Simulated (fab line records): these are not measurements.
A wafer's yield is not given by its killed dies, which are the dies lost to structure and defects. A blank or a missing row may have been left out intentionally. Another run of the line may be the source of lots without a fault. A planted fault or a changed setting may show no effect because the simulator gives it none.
Lot-split experiment -- flow berkeley_cmos170 -- 23 wafers read across 5 lots, on a route 331 steps long

== ABOUT THE SPLIT ==
At UCB170_V2_PEB_10, the setting peb_temp_c was moved away from the recipe's 130 C on 11 of the 23 wafers read, by -1.3% to +2.8%. This setting was run at the recipe's value on the other wafers.

== FROM THE SPLIT TO THE READING: what the file shows between them, 4 steps ==
- UCB170_V2_DEVELOP_11: develop time 45 s
- UCB170_V2_CD_MEAS_12: target cd 700 nm
- UCB170_V2_ETCH_14: etches SiO2 in CHF3/CF4/Ar, stops on Al, target depth 1250 nm, time 291 s (also split here: rf_w)
- UCB170_V2_STRIP_15: strips in O2

== THE READING ==
At UCB170_V2_CD_MEAS_90: cd_nm in nanometres, against a target cd of 700 nm. On this fab line, fault-free wafers typically give 700.1 nm with a standard deviation of 0.91 nm.

wafer,"tool, chamber at the split","peb_temp_c as run, C",against the recipe,"cd_nm, nm",against lot-mates on the recipe
L075.1,"litho_track-04, 0",130,recipe,700.4,-
L075.2,"litho_track-04, 0",129,-0.8%,692.2,-8.6
L075.3,"litho_track-04, 0",129,-0.8%,693.7,-7.1
L075.4,"litho_track-04, 0",129,-0.8%,692.7,-8.1
L075.5,"litho_track-04, 0",130,recipe,701.3,-
L078.3,"litho_track-04, 0",130,recipe,700.4,-
L078.4,"litho_track-04, 0",130,recipe,699.0,-
L078.5,"litho_track-04, 0",130,recipe,698.6,-
L080.1,"litho_track-01, 0",131.6,+1.2%,713.5,+13.0
L080.2,"litho_track-01, 0",131.6,+1.2%,710.9,+10.4
L080.3,"litho_track-01, 0",130,recipe,700.5,-
L080.4,"litho_track-01, 0",131.6,+1.2%,708.5,+8.0
L080.6,"litho_track-01, 0",130,recipe,700.5,-
L082.1,"litho_track-03, 0",130,recipe,699.6,-
L082.2,"litho_track-03, 0",130,recipe,699.9,-
L082.3,"litho_track-03, 0",130,recipe,699.0,-
L082.4,"litho_track-03, 0",133.7,+2.8%,719.4,+19.9
L082.6,"litho_track-03, 0",133.7,+2.8%,720.2,+20.7
L084.1,"litho_track-03, 0",130,recipe,702.0,-
L084.2,"litho_track-03, 0",130,recipe,699.4,-
L084.3,"litho_track-03, 0",128.3,-1.3%,689.7,-11.0
L084.5,"litho_track-03, 0",128.3,-1.3%,689.8,-10.9
L084.6,"litho_track-03, 0",128.3,-1.3%,686.3,-14.4

THE FIT
A straight line over all 23 wafers: cd_nm changes by +7.79 nm for each +1% of peb_temp_c; r = +0.98; the points scatter about the line by 1.6 nm.
The same after taking each lot's own level away (the mean of its wafers on the recipe; 23 wafers): +8.03 nm for each +1%; r = +0.99; scatter 1.6 nm.
According to that fit, moving peb_temp_c by its largest amount changes the reading by 23 nm.
The lots' own levels span 699.33 to 700.85 nm, that is 1.7 times the standard deviation above.
The two slopes are in agreement: the lot-to-lot level therefore moves the slope only a little.
Check: for one of the wafers moved furthest among these (+2.8%), held out of the fit, the line's prediction against its lot-mates is +23.3 nm. Against them it came out at +19.9 nm.

== OTHER SPLITS ON THESE WAFERS ==
Before the reading, these wafers also passed through other splits. Each is held against what the fit with the lots' levels taken away leaves over:
other split on the same wafers,wafers away from the commonest value,r with cd_nm (lot level and that fit taken away)
UCB170_CONTACT_ETCH_17 pressure_mtorr,18,+0.21
UCB170_V1_CMP_02 leave_above_ref_nm,7,-0.05
UCB170_V2_ETCH_14 rf_w,7,+0.58

== THE WHOLE CHAIN: every reading that the file lists as answering this split, in the file's order ==
step,what it does,reading,change (the file's fit),r (the file's)
UCB170_V2_CD_MEAS_12,target cd 700 nm,cd_nm,+7.61 nm for each +1% of the setting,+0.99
UCB170_V2_ETCH_14,"etches SiO2 in CHF3/CF4/Ar, stops on Al, target depth 1250 nm, time 291 s","V2.cd_nm (the simulator's own value, which no gauge read)",+7.7 nm for each +1% of the setting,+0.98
UCB170_V2_CD_MEAS_90,target cd 700 nm,cd_nm,+7.77 nm for each +1% of the setting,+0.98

== FILE'S OWN FIT ==
cd_nm changes by +7.77 nm for each +1% of peb_temp_c, r = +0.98.
